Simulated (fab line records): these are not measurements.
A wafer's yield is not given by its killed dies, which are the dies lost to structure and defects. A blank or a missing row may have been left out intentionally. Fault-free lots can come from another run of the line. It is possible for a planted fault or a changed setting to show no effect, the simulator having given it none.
Comparing a struck lot with a sound one | flow rit cmos | 15 steps out of a route of 202
Sound: wafers L644.1, L644.2, L644.6. Struck: wafer L648.5 (L648.1, L648.2, from the same lot, were not struck and are left out); the cause is given at the end.
Each step with rows lists, per side, the tool, then ch with its chambers, then its first start. Under that, the readings that differ: sound wafers | struck wafers | difference of the means | sigmas: that difference in standard deviations of wafers without a fault.
alike: readings with means less than 2 such deviations apart, plus words and numbers identical on both sides. not compared: withheld readings, readings lacking a value on some wafer, bounds such as >300 that could conceal the same value, and numbers that have no deviation in the record and whose values overlap.
A row with sigmas, a row that says differs or no value, or rows on one side alone: a step with any of these is where the two part. Numbers that have no deviation but don't overlap get no sigmas and don't part them. A reading missing from all wafers of one side parts the sides only when that side holds two or more wafers.

first, 1 step without rows for these wafers: RIT_ACTIVE_OXIDATION_01 (target thk 46.8 nm, ox time 3360 s).
RIT_ACTIVE_THK_MEAS_02:
  sound on film metro-04 at day 3 00:52; struck on film metro-02 at day 3 20:10
  alike: ACTIVE_OXIDE_THK
then, 1 step without rows for these wafers: RIT_ACTIVE_CVD_03 (deposits Si3N4 from SiH2Cl2/NH3, target thk 150 nm, time 1500 s).
RIT_ACTIVE_THK_MEAS_04:
  sound on film metro-03 at day 3 02:20; struck on film metro-03 at day 3 21:39
  alike: ACTIVE_NITRIDE_THK
then, 6 steps without rows for these wafers: RIT_ACTIVE_HMDS_05 (prime time 60 s); RIT_ACTIVE_COAT_06 (resist thk 1000 nm); RIT_ACTIVE_SOFTBAKE_07 (time 60 s); RIT_ACTIVE_EXPOSE_08 (exposes mask M1, target cd 1400 nm); RIT_ACTIVE_PEB_09; RIT_ACTIVE_DEVELOP_10 (develop time 50 s).
RIT_ACTIVE_CD_MEAS_11: target cd 1400 nm.
  sound on cd sem-02 at day 3 03:15; struck on cd sem-01 at day 3 22:44
  alike: cd nm
then, 1 step without rows for these wafers: RIT_ACTIVE_HARDBAKE_12 (time 60 s).
RIT_ACTIVE_ETCH_13: etches Si3N4 in SF6, stops on SiO2, time 210 s, target depth 210 nm.
  sound on rie diel-04 ch 0,1,2, day 3 03:31; struck on rie diel-04 ch 3, day 3 23:00
  reading                                     | sound             | struck  | difference | sigmas
  oes product au (a.u.)                       | 0.836 0.845 0.830 | 0.806   | -0.031     | -3
  over etch frac                              | 0.4 0.4 0.4       | 0.43681 | +0.03681   |
  throttle valve pct (%)                      | 7.38 7.36 7.30    | 7.64    | +0.29      | +2
  model.NOVOLAK_of_ACTIVE_COAT_06.thk nm (nm) | 661.6 664.2 659.5 | 645     | -17        |
  alike: drypump motor current A
  not compared: rf hours counter h
RIT_ACTIVE_STRIP_14: strips in O2, time 180 s.
  sound on plasma asher-03 ch 0,1, day 3 03:40; struck on plasma asher-03 ch 0, day 3 23:08
  alike: drypump motor current A
  not compared: rf hours counter h
RIT_M1_PROBE_99:
  sound wafers here have rows in the record (prober-01, day 5 04:56); struck ones have none

WHERE THEY PART
Earliest at RIT_ACTIVE_ETCH_13; latest, in this record, at RIT_M1_PROBE_99.

WHY: the cause the simulator had injected
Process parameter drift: rie diel-04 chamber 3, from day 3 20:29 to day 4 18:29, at RIT_ACTIVE_ETCH_13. The setting over etch frac was moved by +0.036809, starting from 0.4. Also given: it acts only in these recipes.
